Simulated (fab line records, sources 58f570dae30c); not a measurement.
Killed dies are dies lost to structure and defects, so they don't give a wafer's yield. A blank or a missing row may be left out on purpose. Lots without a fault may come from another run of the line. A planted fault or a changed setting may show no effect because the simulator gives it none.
Which tool did it? | flow berkeley_cmos170 | 14 lots, 42 wafers sampled, at 2 steps of a route of 331

WHAT THE GAUGES READ, wafer by wafer
UCB170_NSD_CD_MEAS_06: target cd 1200 nm.
lot  | measured     | on        | cd_nm (nm)
L305 | day 7 13:06  | cd_sem-01 | 1199.9 1200.1 1199.1
L306 | day 8 02:53  | cd_sem-02 | 1199.6 1201.0 1200.2
L309 | day 8 03:02  | cd_sem-01 | 1199.9 1199.3 1201.8
L307 | day 8 03:19  | cd_sem-01 | 1199.8 1201.7 1200.0
L308 | day 8 03:27  | cd_sem-01 | 1198.5 1197.3 1197.3
L311 | day 8 20:08  | cd_sem-02 | 1199.5 1199.9 1200.2
L310 | day 8 20:25  | cd_sem-02 | 1201.2 1201.9 1201.5
L312 | day 9 01:40  | cd_sem-02 | 1200.5 1200.0 1200.8
L314 | day 9 22:31  | cd_sem-02 | 1200.2 1200.3 1200.5
L315 | day 9 22:48  | cd_sem-01 | 1200.2 1200.8 1201.9
L320 | day 10 20:19 | cd_sem-01 | 1201.3 1201.6 1200.8
L323 | day 11 04:43 | cd_sem-01 | 1199.6 1200.2 1199.3
L325 | day 11 13:09 | cd_sem-02 | 1198.9 1198.0 1198.3
L328 | day 12 07:59 | cd_sem-02 | 1198.6 1201.3 1198.7

UCB170_CONTACT_THK_MEAS_02.
lot  | measured     | on            | CONTACT_PSG_THK (nm)
L305 | day 7 19:08  | film_metro-01 | 703 695 704
L306 | day 8 08:34  | film_metro-02 | 694 690 695
L309 | day 8 08:34  | film_metro-01 | 704 717 710
L307 | day 8 08:14  | film_metro-01 | 692 692 696
L308 | day 8 10:01  | film_metro-04 | 698 699 698
L311 | day 9 00:47  | film_metro-04 | 699 703 705
L310 | day 9 01:26  | film_metro-04 | 706 700 699
L312 | day 9 06:10  | film_metro-04 | 709 706 702
L314 | day 10 03:00 | film_metro-01 | 691 688 693
L315 | day 10 03:56 | film_metro-02 | 695 699 700
L320 | day 11 03:20 | film_metro-02 | 696 687 691
L323 | day 11 09:52 | film_metro-02 | 699 694 698
L325 | day 11 17:44 | film_metro-04 | 692 690 695
L328 | day 12 12:31 | film_metro-01 | 691 697 690

WHICH TOOL RAN EACH LOT (tool, then ch and the chambers of the sampled wafers, then the start)
The record holds no process step before these readings.

WHAT THE TOOLS THEMSELVES READ (means of the sampled wafers that have a number; where no wafer has one, the mark that the record gives instead)
The record holds no such reading with a usual standard deviation.

THE ANSWER, worked out from the rows above alone
Rule: what is usual is taken from the lots themselves. Put in order of their means at a reading, lots are off if they are a third of the lots or fewer, leave a main group of 4 or more, and stand apart from it by a gap of 3 or more times the standard deviation of the main group's means; of several such gaps the widest counts. A main group whose means are all the same, to the digits that the tables above print for the reading, isn't used. A lot without any number at a reading at which 4 lots or more have one is off too. The other lots that the step has rows for count as sound. The gauges are gone through in route order, then the tools' own readings, and for those a lot's mean is taken as printed above. The first step at which some lot is off is used, and at that step the reading that is off furthest; a lot without a number counts as furthest.
No lot is off at any reading shown: from this, nothing can be told.

WHAT THE SIMULATOR HAD PUT IN
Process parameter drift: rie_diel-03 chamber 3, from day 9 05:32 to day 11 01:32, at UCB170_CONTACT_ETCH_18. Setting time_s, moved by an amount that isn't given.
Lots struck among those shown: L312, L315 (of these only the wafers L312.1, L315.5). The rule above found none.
